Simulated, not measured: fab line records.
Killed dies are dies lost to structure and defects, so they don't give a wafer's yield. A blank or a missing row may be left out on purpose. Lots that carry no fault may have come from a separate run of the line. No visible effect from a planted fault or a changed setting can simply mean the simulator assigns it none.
fab line records ; flow rit-cmos ; part 2 of 2: steps 30 to 43 of 43
record: lots: 5; wafers: 15; last-day: 7
route steps=202 shown PSD@151 SDANNEAL@153 NSD@158 PLDD@159 NLDD@160 SILICIDE@161 CONTACT@168 M1@184
lots with no fault: from the same line, run without faults
start-h: hours from the record's opening day to when the first of the lot's shown wafers began ; wait-h: time in hours since the lot's previous step ; " unchanged from the row above ; L1.1+2: one row covering several wafers at once ; - no value, or no start given ; * or withheld: withheld ; < > ~ a bound
route shown NAME@n: names a module that has steps shown in the file, with the first one's number in the route ; usual: mean/standard deviation taken from wafers without a fault ; same: alike in all rows ; chamber/n: place in a boat ; sites: readings site by site ; _std_site: the standard deviation of these ; _edge_site: mean of outer sites minus mean of inner sites ; radius-mm: for every site, how far away it sits from the centre of the wafer ; mask NAME#n: copy n ; behind: the tool/chamber that last shaped the wafer ; hold: the reason the lot was held/the length of the hold in hours/how it ended ; device: transistor that didn't switch, given as n, p or np ; end of line: the route-end tests of the same wafers ; a step with no rows: only its recipe ; killed: dies lost to structure and defects at the first sort, not the wafer's yield ; map: a wafer's dies, x killed, . not, _ none there
set.NAME: the setting as run; set.NAME@STEP: as run at that earlier step ; model.NAME: the simulator's own value behind a step, which no gauge read
lots at selected steps of the route; one table per step, one row per wafer
services: the hour from which a tool's chamber was out of use, counted from the record's first day as start-h (under 0 if before that day), plus the number of hours and why
== steps ==
step: RIT_CONTACT_STRIP_12
recipe: chemistry: O2; time-s: 180; resist: NOVOLAK; platen-temp-c: withheld; power-w: 500; pressure-mtorr: 4000; o2-flow-sccm: 4000
usual: drypump-motor-current-A: 5.4/0.48; o2-flow-sccm: 4000/11
lot.wafer;tool;chamber;start-h;wait-h;drypump-motor-current-A;o2-flow-sccm;rf-hours-counter-h
L074.1;plasma-asher-02;1;58.35;0.1;5.0;3992;22
L074.2;plasma-asher-02;0;58.35;0.1;6.5;3999;22
L074.3;plasma-asher-02;1;58.35;0.1;5.0;3988;-
L084.1;plasma-asher-02;0;110.01;0.1;6.5;4008;28
L084.5;plasma-asher-02;0;110.01;0.1;6.5;3989;-
L084.6;plasma-asher-02;1;110.01;0.1;5.0;3987;-
L090.1;plasma-asher-03;0;137.22;0.1;5.8;3983;55
L090.2;plasma-asher-03;1;137.22;0.1;5.4;4006;55
L090.4;plasma-asher-03;0;137.22;0.1;5.8;3988;-
L091.1;plasma-asher-02;1;139.91;0.1;4.9;4010;32
L091.3;plasma-asher-02;1;139.91;0.1;5.0;4013;-
L091.4;plasma-asher-02;0;139.91;0.1;6.5;3991;-
L095.1;plasma-asher-04;0;161.13;0.1;4.8;3984;61
L095.3;plasma-asher-04;1;161.13;0.1;5.2;4000;-
L095.4;plasma-asher-04;0;161.13;0.1;4.8;3996;-
step: RIT_CONTACT_CD_MEAS_90
recipe: target-cd-nm: 1000
usual: cd-nm: 999.0/2.1
lot.wafer;tool;chamber;start-h;wait-h;cd-nm
L074.1;cd-sem-01;-;58.53;0.1;996.4
L074.2;cd-sem-01;-;58.53;0.1;1000.2
L074.3;cd-sem-01;-;58.53;0.1;999.6
L084.1;cd-sem-01;-;110.19;0.1;1000.4
L084.5;cd-sem-01;-;110.19;0.1;1001.2
L084.6;cd-sem-01;-;110.19;0.1;1001.0
L090.1;cd-sem-01;-;137.39;0.1;999.0
L090.2;cd-sem-01;-;137.39;0.1;999.2
L090.4;cd-sem-01;-;137.39;0.1;999.0
L091.1;cd-sem-02;-;140.08;0.1;997.9
L091.3;cd-sem-02;-;140.08;0.1;998.2
L091.4;cd-sem-02;-;140.08;0.1;1000.6
L095.1;cd-sem-01;-;161.30;0.1;996.3
L095.3;cd-sem-01;-;161.30;0.1;994.0
L095.4;cd-sem-01;-;161.30;0.1;994.6
step: RIT_CONTACT_CLEAN_13
recipe: chemistry: SC1; mix: 3:3:50; time-s: 600; temp-c: 75
lot.wafer;tool;chamber;start-h;wait-h
L074.1+2+3;wet-bench-01;0;58.65;0.1
L084.1+5+6;wet-bench-04;0;110.31;0.1
L090.1+2+4;wet-bench-01;1;137.51;0.1
L091.1+3+4;wet-bench-04;1;140.20;0.1
L095.1+3+4;wet-bench-01;1;161.42;0.1
step: RIT_CONTACT_CLEAN_14
recipe: chemistry: SC2; mix: 3:3:50; time-s: 600; temp-c: 75; dry: n2-spin
lot.wafer;tool;chamber;start-h;wait-h
L074.1+2+3;wet-bench-04;1;59.00;0.0
L084.1+5+6;wet-bench-03;0;110.48;0.0
L090.1+2+4;wet-bench-03;2;137.69;0.0
L091.1+3+4;wet-bench-01;1;140.38;0.0
L095.1+3+4;wet-bench-04;1;161.62;0.0
step: RIT_M1_SPUTTER_00
recipe: material: Al; target-thk-nm: 400; power-w: 2000; chamber-pressure-pa: 0.4; gas: Ar; time-s: 500; substrate-temp-c: 25
usual: chamber-pressure-pa: 0.4000/0.00083; throttle-valve-pct: 30.3/0.81
lot.wafer;tool;chamber;start-h;wait-h;chamber-pressure-pa;throttle-valve-pct
L074.1;pvd-sputter-04;-;59.17;0.0;0.4006;30.2
L074.2;pvd-sputter-04;-;59.17;0.0;0.4021;30.0
L074.3;pvd-sputter-04;-;59.17;0.0;0.4004;31.7
L084.1;pvd-sputter-04;-;110.66;0.0;0.3978;29.7
L084.5;pvd-sputter-04;-;110.66;0.0;0.3987;29.9
L084.6;pvd-sputter-04;-;110.66;0.0;0.4018;31.6
L090.1;pvd-sputter-01;-;137.88;0.0;0.4007;29.8
L090.2;pvd-sputter-01;-;137.88;0.0;0.3997;29.4
L090.4;pvd-sputter-01;-;137.88;0.0;0.3999;30.0
L091.1;pvd-sputter-02;-;140.55;0.0;0.3997;30.5
L091.3;pvd-sputter-02;-;140.55;0.0;0.4002;29.9
L091.4;pvd-sputter-02;-;140.55;0.0;0.3990;32.0
L095.1;pvd-sputter-02;-;161.79;0.0;0.4012;29.9
L095.3;pvd-sputter-02;-;161.79;0.0;0.3979;29.2
L095.4;pvd-sputter-02;-;161.79;0.0;0.3996;30.3
step: RIT_M1_RS_MEAS_01
recipe: thk-meas-gauge: four-point-probe; reads: Al_of_M1_SPUTTER_00
usual: M1_AL_RS: 0.0733/0.00079
lot.wafer;tool;chamber;start-h;wait-h;M1_AL_RS[ohm/sq]
L074.1;film-metro-01;-;59.47;0.1;0.0729
L074.2;film-metro-01;-;59.47;0.1;0.0721
L074.3;film-metro-01;-;59.47;0.1;0.0727
L084.1;film-metro-02;-;110.95;0.1;0.0724
L084.5;film-metro-02;-;110.95;0.1;0.0724
L084.6;film-metro-02;-;110.95;0.1;0.0732
L090.1;film-metro-03;-;138.18;0.1;0.0726
L090.2;film-metro-03;-;138.18;0.1;0.0726
L090.4;film-metro-03;-;138.18;0.1;0.0729
L091.1;film-metro-02;-;140.85;0.1;0.0744
L091.3;film-metro-02;-;140.85;0.1;0.0751
L091.4;film-metro-02;-;140.85;0.1;0.0751
L095.1;film-metro-03;-;162.08;0.1;0.0726
L095.3;film-metro-03;-;162.08;0.1;0.0726
L095.4;film-metro-03;-;162.08;0.1;0.0731
step: RIT_M1_THK_MEAS_02
recipe: thk-meas-gauge: xrf; reads: Al_of_M1_SPUTTER_00
usual: M1_AL_THK: 402/4.5
lot.wafer;tool;chamber;start-h;wait-h;M1_AL_THK[nm]
L074.1;film-metro-01;-;59.59;0.1;403
L074.2;film-metro-01;-;59.59;0.1;407
L074.3;film-metro-01;-;59.59;0.1;406
L084.1;film-metro-02;-;111.07;0.1;407
L084.5;film-metro-02;-;111.07;0.1;407
L084.6;film-metro-02;-;111.07;0.1;401
L090.1;film-metro-03;-;138.30;0.1;409
L090.2;film-metro-03;-;138.30;0.1;410
L090.4;film-metro-03;-;138.30;0.1;409
L091.1;film-metro-02;-;140.97;0.1;396
L091.3;film-metro-02;-;140.97;0.1;391
L091.4;film-metro-02;-;140.97;0.1;392
L095.1;film-metro-03;-;162.20;0.1;407
L095.3;film-metro-03;-;162.20;0.1;407
L095.4;film-metro-03;-;162.20;0.1;403
step: RIT_M1_HMDS_03
recipe: prime-time-s: 60; prime-temp-c: 140
lot.wafer;tool;chamber;start-h;wait-h
L074.1+2+3;litho-track-04;0;59.65;0.1
L084.1+5+6;litho-track-02;0;111.13;0.1
L090.1+2+4;litho-track-02;0;138.36;0.1
L091.1+3+4;litho-track-02;0;141.03;0.1
L095.1+3+4;litho-track-04;0;162.26;0.1
step: RIT_M1_COAT_04
recipe: resist: NOVOLAK; spin-rpm: 2000; resist-thk-nm: 1300
lot.wafer;tool;chamber;start-h;wait-h
L074.1+2+3;litho-track-04;0;59.80;0.1
L084.1+5+6;litho-track-02;0;111.28;0.1
L090.1+2+4;litho-track-02;0;138.51;0.1
L091.1+3+4;litho-track-02;0;141.18;0.1
L095.1+3+4;litho-track-04;0;162.41;0.1
step: RIT_M1_SOFTBAKE_05
recipe: resist: NOVOLAK; temp-c: 90; time-s: 60
lot.wafer;tool;chamber;start-h;wait-h
L074.1+2+3;litho-track-04;0;59.95;0.1
L084.1+5+6;litho-track-02;0;111.43;0.1
L090.1+2+4;litho-track-02;0;138.66;0.1
L091.1+3+4;litho-track-02;0;141.33;0.1
L095.1+3+4;litho-track-04;0;162.56;0.1
step: RIT_M1_EXPOSE_06
recipe: mask-id: M12; na: 0.6; source-shape: conventional; sigma-outer: 0.5; target-cd-nm: 2600; dose-mj: 250
same: na: 0.6
lot.wafer;tool;chamber;start-h;wait-h;mask
L074.1+2+3;iline-stepper-02;0;60.22;0.2;M12#0
L084.1+5+6;iline-stepper-01;0;111.71;0.2;M12#0
L090.1+2+4;iline-stepper-02;0;138.93;0.2;M12#0
L091.1+3+4;iline-stepper-02;0;141.48;0.1;M12#0
L095.1+3+4;iline-stepper-02;0;162.71;0.1;M12#0
step: RIT_M1_PEB_07
recipe: resist: NOVOLAK; temp-c: withheld; time-s: withheld
lot.wafer;tool;chamber;start-h;wait-h
L074.1+2+3;litho-track-01;0;60.34;0.1
L084.1+5+6;litho-track-01;0;111.82;0.1
L090.1+2+4;litho-track-04;0;139.05;0.1
L091.1+3+4;litho-track-04;0;141.59;0.1
L095.1+3+4;litho-track-01;0;162.83;0.1
step: RIT_M1_DEVELOP_08
recipe: resist: NOVOLAK; develop-time-s: 68; dev-temp-c: 23
lot.wafer;tool;chamber;start-h;wait-h
L074.1+2+3;litho-track-01;0;-;-
L084.1+5+6;litho-track-01;0;-;-
L090.1+2+4;litho-track-04;0;-;-
L091.1+3+4;litho-track-04;0;-;-
L095.1+3+4;litho-track-01;0;-;-
step: RIT_M1_CD_MEAS_09
recipe: target-cd-nm: 2600
usual: cd-nm: 2601.6/2.4
lot.wafer;tool;chamber;start-h;wait-h;cd-nm
L074.1;cd-sem-02;-;60.77;-;2600.8
L074.2;cd-sem-02;-;60.77;-;2601.8
L074.3;cd-sem-02;-;60.77;-;2602.6
L084.1;cd-sem-02;-;112.14;-;2603.0
L084.5;cd-sem-02;-;112.14;-;2607.5
L084.6;cd-sem-02;-;112.14;-;2603.9
L090.1;cd-sem-02;-;139.36;-;2601.1
L090.2;cd-sem-02;-;139.36;-;2599.6
L090.4;cd-sem-02;-;139.36;-;2600.1
L091.1;cd-sem-01;-;141.91;-;2604.4
L091.3;cd-sem-01;-;141.91;-;2604.2
L091.4;cd-sem-01;-;141.91;-;2604.4
L095.1;cd-sem-02;-;163.14;-;2603.4
L095.3;cd-sem-02;-;163.14;-;2601.4
L095.4;cd-sem-02;-;163.14;-;2604.6
== services ==
tool;chamber;start-h;hours;kind
iline-stepper-02;-;31.40;1.7;pm
iline-stepper-02;-;35.11;0.9;repair
plasma-asher-01;-;38.42;0.3;repair
pecvd-03;2;41.25;6.8;repair
rie-diel-03;2;42.92;8.1;repair
pvd-sputter-01;-;46.88;2.0;repair
pecvd-03;1;47.84;5.9;repair
rtp-anneal-02;-;52.06;4.7;pm
rie-diel-04;1;54.60;8.1;repair
rie-diel-04;2;71.74;8.0;repair
pvd-sputter-04;-;72.00;0.6;repair
pecvd-03;0;81.09;6.3;repair
rie-diel-04;2;81.53;3.8;repair
iline-stepper-01;-;86.13;1.8;repair
rie-diel-04;2;94.22;3.2;repair
wet-bench-01;-;96.57;1.0;repair
plasma-asher-01;-;108.75;9.0;pm
rie-diel-04;0;142.86;6.3;repair
pvd-sputter-04;-;142.90;2.7;repair
iline-stepper-02;-;145.01;10.1;repair
iline-stepper-02;-;147.44;7.0;repair
rie-diel-04;2;150.01;13.5;repair
rie-diel-04;1;153.16;3.2;repair
plasma-asher-02;-;157.25;4.0;repair
